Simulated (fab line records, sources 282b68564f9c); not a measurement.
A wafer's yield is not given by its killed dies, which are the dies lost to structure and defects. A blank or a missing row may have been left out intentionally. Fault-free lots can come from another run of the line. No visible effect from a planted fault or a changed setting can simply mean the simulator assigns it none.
fab line records + flow rit-cmos
[record]
- lots = 13
- wafers = 39
- last-day = 7
route steps=202 shown ACTIVE@4
lots with no fault: from the same line, run without faults
start-h: start of the lot's first displayed wafer, in hours after the record's first day + wait-h: hours elapsed since this lot's preceding step + " same as the row above + L1.1+2: a single row standing in for several wafers + - value missing, or start not given + * or withheld: withheld + < > ~ a bound
route shown NAME@n: NAME is a module with steps in the file, n the number in the route of the first one + usual: mean/standard deviation of fault-free wafers + same: alike in all rows + chamber/n: place in a boat + sites: each site's reading + _std_site: standard deviation across them + _edge_site: outer sites' mean less inner sites' + radius-mm: how far each site lies from the wafer's centre + mask NAME#n: copy n + behind: tool/chamber where the wafer was last shaped + hold: the reason the lot was held/the length of the hold in hours/how it ended + device: names the non-switching transistor (n, p or np) + end of line: tests run on the same wafers once the route is complete + where a step has no rows: the recipe by itself + killed: dies lost to structure and defects at the first sort, not the wafer's yield + map: per-die view of a wafer (x killed, . not killed, _ where there is no die)
set.NAME: the setting as run; set.NAME@STEP: as run at that earlier step + model.NAME: the simulator's own value behind a step, which no gauge read
the route's steps for a sample of lots (tables are steps, rows are wafers)
services: from which hour (start-h, from the record's first day; less than 0 if before it) a tool's chamber was out of use, for how many hours, and why
[[steps]]
[step RIT_ACTIVE_CVD_03]
[recipe]
- material = Si3N4
- target-thk-nm = 150
- temp-c = 810
- precursor = SiH2Cl2/NH3
- time-s = 1500
- pressure-mtorr = 300
- sih2cl2-flow-sccm = 60
- nh3-flow-sccm = 150
[usual]
- spike-tc-load-C = 832.6/2
| lot.wafer | tool     | chamber | start-h | wait-h | spike-tc-load-C |
|-----------|----------|---------|---------|--------|-----------------|
| L951.2    | lpcvd-02 | 1       | 17.11   | 0.0    | 833.2           |
| L951.4    | "        | 1       | "       | "      | 832.1           |
| L951.6    | "        | 1       | "       | "      | 832.4           |
| L952.1    | lpcvd-01 | 0       | 22.92   | 0.1    | 832.8           |
| L952.3    | "        | 0       | "       | "      | 832.0           |
| L952.4    | "        | 0       | "       | "      | 832.4           |
| L954.3    | lpcvd-01 | 0       | 33.05   | 0.0    | 833.0           |
| L954.4    | "        | 0       | "       | "      | 833.4           |
| L954.6    | "        | 0       | "       | "      | 833.5           |
| L955.3    | lpcvd-02 | 1       | 38.19   | 0.0    | 833.5           |
| L955.4    | "        | 1       | "       | "      | 833.1           |
| L955.6    | "        | 1       | "       | "      | 831.6           |
| L956.1    | lpcvd-02 | 1       | 43.10   | 0.1    | 832.5           |
| L956.2    | "        | 1       | "       | "      | 831.7           |
| L956.6    | "        | 1       | "       | "      | 833.6           |
| L957.3    | lpcvd-02 | 0       | 48.27   | 0.0    | 830.2           |
| L957.4    | "        | 0       | "       | "      | 832.9           |
| L957.5    | "        | 0       | "       | "      | 829.0           |
| L958.2    | lpcvd-02 | 0       | 52.50   | 0.0    | 828.6           |
| L958.3    | "        | 0       | "       | "      | 830.8           |
| L958.4    | "        | 0       | "       | "      | 830.3           |
| L959.1    | lpcvd-02 | 0       | 58.00   | 0.1    | 831.1           |
| L959.2    | "        | 0       | "       | "      | 832.5           |
| L959.3    | "        | 0       | "       | "      | 828.8           |
| L960.1    | lpcvd-01 | 0       | 67.45   | 2.9    | 834.3           |
| L960.2    | "        | 0       | "       | "      | 833.7           |
| L960.4    | "        | 0       | "       | "      | 832.4           |
| L968.1    | lpcvd-02 | 0       | 103.85  | 0.1    | 832.1           |
| L968.3    | "        | 0       | "       | "      | 830.2           |
| L968.5    | "        | 0       | "       | "      | 832.9           |
| L969.3    | lpcvd-01 | 0       | 107.11  | 0.0    | 832.4           |
| L969.4    | "        | 0       | "       | "      | 833.9           |
| L969.6    | "        | 0       | "       | "      | 832.8           |
| L970.1    | lpcvd-02 | 1       | 113.41  | 0.1    | 832.7           |
| L970.2    | "        | 1       | "       | "      | 833.4           |
| L970.4    | "        | 1       | "       | "      | 832.8           |
| L973.1    | lpcvd-01 | 0       | 127.25  | 0.1    | 833.2           |
| L973.2    | "        | 0       | "       | "      | 832.8           |
| L973.6    | "        | 0       | "       | "      | 831.7           |
[step RIT_ACTIVE_THK_MEAS_04]
[recipe]
- reads = Si3N4_of_ACTIVE_CVD_03
[usual]
- ACTIVE_NITRIDE_THK = 149.9/1.4
| lot.wafer | tool          | chamber | start-h | wait-h | ACTIVE_NITRIDE_THK[nm] |
|-----------|---------------|---------|---------|--------|------------------------|
| L951.2    | film-metro-02 | -       | 18.54   | 0.0    | 149.9                  |
| L951.4    | "             | -       | "       | "      | 149.7                  |
| L951.6    | "             | -       | "       | "      | 151.5                  |
| L952.1    | film-metro-03 | -       | 24.34   | 0.0    | 148.7                  |
| L952.3    | "             | -       | "       | "      | 149.3                  |
| L952.4    | "             | -       | "       | "      | 149.8                  |
| L954.3    | film-metro-02 | -       | 34.49   | 0.0    | 150.2                  |
| L954.4    | "             | -       | "       | "      | 149.3                  |
| L954.6    | "             | -       | "       | "      | 149.4                  |
| L955.3    | film-metro-03 | -       | 39.63   | 0.0    | 148.2                  |
| L955.4    | "             | -       | "       | "      | 148.8                  |
| L955.6    | "             | -       | "       | "      | 148.9                  |
| L956.1    | film-metro-04 | -       | 44.51   | 0.0    | 150.5                  |
| L956.2    | "             | -       | "       | "      | 150.6                  |
| L956.6    | "             | -       | "       | "      | 150.9                  |
| L957.3    | film-metro-03 | -       | 49.71   | 0.0    | 149.5                  |
| L957.4    | "             | -       | "       | "      | 149.8                  |
| L957.5    | "             | -       | "       | "      | 150.3                  |
| L958.2    | film-metro-04 | -       | 53.93   | 0.0    | 151.1                  |
| L958.3    | "             | -       | "       | "      | 152.1                  |
| L958.4    | "             | -       | "       | "      | 151.4                  |
| L959.1    | film-metro-04 | -       | 59.42   | 0.0    | 149.1                  |
| L959.2    | "             | -       | "       | "      | 150.4                  |
| L959.3    | "             | -       | "       | "      | 148.7                  |
| L960.1    | film-metro-04 | -       | 68.87   | 0.0    | 149.8                  |
| L960.2    | "             | -       | "       | "      | 149.2                  |
| L960.4    | "             | -       | "       | "      | 148.0                  |
| L968.1    | film-metro-02 | -       | 105.27  | 0.0    | 200.8                  |
| L968.3    | "             | -       | "       | "      | 201.2                  |
| L968.5    | "             | -       | "       | "      | 201.0                  |
| L969.3    | film-metro-03 | -       | 109.26  | 0.0    | 147.5                  |
| L969.4    | "             | -       | "       | "      | 150.3                  |
| L969.6    | "             | -       | "       | "      | 149.6                  |
| L970.1    | film-metro-03 | -       | 114.82  | 0.0    | 151.5                  |
| L970.2    | "             | -       | "       | "      | 151.0                  |
| L970.4    | "             | -       | "       | "      | 149.6                  |
| L973.1    | film-metro-04 | -       | 128.67  | 0.0    | 148.4                  |
| L973.2    | "             | -       | "       | "      | 148.1                  |
| L973.6    | "             | -       | "       | "      | 149.9                  |
[step RIT_ACTIVE_ETCH_13]
[recipe]
- stop-on = SiO2
- chemistry = SF6
- target = Si3N4
- time-s = 210
- over-etch-frac = 0.4
- SF6_flow_sccm = 200
- pressure-mtorr = 260
- rf-w = 125
- target-depth-a = 2100
[usual]
- SF6_flow_sccm = 200.0/0.58
- drypump-motor-current-A = 5.5/0.43
- oes-product-au = 0.825/0.011
- throttle-valve-pct = 7.45/0.12
| lot.wafer | tool        | chamber | start-h | wait-h | SF6_flow_sccm | drypump-motor-current-A | oes-product-au | rf-hours-counter-h | throttle-valve-pct |
|-----------|-------------|---------|---------|--------|---------------|-------------------------|----------------|--------------------|--------------------|
| L951.2    | rie-diel-04 | 0       | 19.71   | 0.1    | 199.6         | 4.9                     | 0.831          | 48                 | 7.42               |
| L951.4    | "           | 2       | "       | "      | 200.7         | 6.4                     | 0.822          | 6                  | 7.63               |
| L951.6    | "           | 0       | "       | "      | 199.9         | 5.0                     | 0.828          | -                  | 7.44               |
| L952.1    | rie-diel-02 | 1       | 25.52   | 0.1    | 200.2         | 5.5                     | 0.814          | 90                 | 7.37               |
| L952.3    | "           | 3       | "       | "      | 201.1         | 5.7                     | 0.824          | 74                 | 7.57               |
| L952.4    | "           | 0       | "       | "      | 200.7         | 5.0                     | 0.817          | 15                 | 7.34               |
| L954.3    | rie-diel-02 | 2       | 35.78   | 0.1    | 200.3         | 5.5                     | 0.831          | 17                 | 7.28               |
| L954.4    | "           | 3       | "       | "      | 201.4         | 5.8                     | 0.829          | 74                 | 7.58               |
| L954.6    | "           | 0       | "       | "      | 199.7         | 5.0                     | 0.822          | -                  | 7.34               |
| L955.3    | rie-diel-04 | 2       | 40.79   | 0.1    | 198.2         | 6.4                     | 0.824          | 7                  | 7.63               |
| L955.4    | "           | 1       | "       | "      | 199.4         | 5.5                     | 0.796          | 20                 | 7.43               |
| L955.6    | "           | 2       | "       | "      | 198.8         | 6.4                     | 0.827          | -                  | 7.64               |
| L956.1    | rie-diel-02 | 0       | 45.69   | 0.1    | 199.8         | 4.9                     | 0.830          | 16                 | 7.34               |
| L956.2    | "           | 2       | "       | "      | 200.6         | 5.5                     | 0.839          | 17                 | 7.26               |
| L956.6    | "           | 0       | "       | "      | 200.9         | 5.0                     | 0.815          | -                  | 7.34               |
| L957.3    | rie-diel-02 | 0       | 50.90   | 0.1    | 200.7         | 5.0                     | 0.824          | 16                 | 7.34               |
| L957.4    | "           | 3       | "       | "      | 199.8         | 5.8                     | 0.835          | 74                 | 7.56               |
| L957.5    | "           | 0       | "       | "      | 200.2         | 5.0                     | 0.825          | -                  | 7.34               |
| L958.2    | rie-diel-04 | 1       | 55.22   | 0.1    | 199.7         | 5.4                     | 0.806          | 20                 | 7.43               |
| L958.3    | "           | 0       | "       | "      | 200.4         | 4.9                     | 0.836          | 48                 | 7.43               |
| L958.4    | "           | 3       | "       | "      | 199.9         | 5.6                     | 0.839          | 45                 | 7.50               |
| L959.1    | rie-diel-01 | 0       | 60.60   | 0.1    | 199.4         | 5.8                     | 0.824          | 126                | 7.50               |
| L959.2    | "           | 3       | "       | "      | 200.5         | 5.9                     | 0.805          | 2                  | 7.54               |
| L959.3    | "           | 2       | "       | "      | 200.3         | 5.5                     | 0.813          | 109                | 7.63               |
| L960.1    | rie-diel-04 | 2       | 70.05   | 0.1    | 199.8         | 6.4                     | 0.824          | 7                  | 7.64               |
| L960.2    | "           | 1       | "       | "      | 200.6         | 5.4                     | 0.806          | 20                 | 7.45               |
| L960.4    | "           | 2       | "       | "      | 199.8         | 6.4                     | 0.821          | -                  | 7.63               |
| L968.1    | rie-diel-01 | 3       | 106.45  | 0.1    | 200.0         | 5.9                     | 0.944          | 3                  | 7.55               |
| L968.3    | "           | 2       | "       | "      | 199.8         | 5.6                     | 0.967          | 110                | 7.63               |
| L968.5    | "           | 0       | "       | "      | 199.3         | 5.8                     | 0.974          | -                  | 7.51               |
| L969.3    | rie-diel-02 | 2       | 110.42  | 0.1    | 200.5         | 5.6                     | 0.837          | 18                 | 7.28               |
| L969.4    | "           | 0       | "       | "      | 200.1         | 5.0                     | 0.821          | -                  | 7.33               |
| L969.6    | "           | 2       | "       | "      | 200.2         | 5.5                     | 0.840          | -                  | 7.28               |
| L970.1    | rie-diel-04 | 3       | 116.00  | 0.1    | 200.0         | 5.6                     | 0.843          | 46                 | 7.48               |
| L970.2    | "           | 0       | "       | "      | 199.7         | 4.9                     | 0.833          | 49                 | 7.42               |
| L970.4    | "           | 0       | "       | "      | 200.6         | 4.9                     | 0.833          | -                  | 7.43               |
| L973.1    | rie-diel-04 | 2       | 129.97  | 0.1    | 200.0         | 6.4                     | 0.823          | 8                  | 7.62               |
| L973.2    | "           | 3       | "       | "      | 199.5         | 5.6                     | 0.837          | 46                 | 7.50               |
| L973.6    | "           | 3       | "       | "      | 200.4         | 5.6                     | 0.827          | -                  | 7.48               |
[[services]]
| tool        | chamber | start-h | hours | kind   |
|-------------|---------|---------|-------|--------|
| lpcvd-02    | -       | 63.20   | 14.6  | pm     |
| rie-diel-04 | 3       | 66.91   | 12.5  | repair |
| rie-diel-04 | 1       | 79.32   | 44.8  | repair |
| rie-diel-04 | 2       | 97.60   | 22.4  | repair |
| rie-diel-04 | -       | 98.91   | 14.5  | repair |
| rie-diel-02 | 1       | 107.81  | 3.7   | repair |
| rie-diel-01 | -       | 113.99  | 4.3   | pm     |
| rie-diel-01 | 3       | 118.36  | 18.3  | repair |
| rie-diel-02 | 0       | 118.75  | 17.0  | repair |
[[key]]
[first-sign]
- step = RIT_ACTIVE_THK_MEAS_04
- reading = ACTIVE_NITRIDE_THK
- direction = up
- sigmas = 36
- usual = 149.9
- struck = 201.0
[effect]
- step = RIT_ACTIVE_ETCH_13
- reading = oes-product-au
- direction = up
- sigmas = 12
- usual = 0.825
- struck = 0.962
met-at RIT_ACTIVE_CVD_03
struck-lots L968
struck-wafers L968.1,L968.3,L968.5
later-rows-left-out L968.1
sort-left-out L968.1,L968.3,L968.5
tester-left-out L968
onset-between 58.00 103.85
[fault]
- kind = process-parameter-drift
- tool = lpcvd-02
- chamber = 0
- onset-h = 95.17
- steps = RIT_ACTIVE_CVD_03
- channel = target-thk-nm
- offset = 48.5
- shape = step
- end-h = 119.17
- acts-in = these-recipes-only
- stated = 150
// tester-left-out: of these lots the tester's yield and bins aren't shown, on N5 and GAA mostly nor the transistor test; their killed dies are dies lost to structure and defects alone, not to doping, threshold or leakage, so they don't give the yield
// sort-left-out: the simulated sort isn't trusted on such a fault, so these wafers' sort isn't shown, and their yield isn't known
// later-rows-left-out: the simulator's readings of these wafers behind a module that went badly wrong aren't trusted and aren't shown, but for the sort
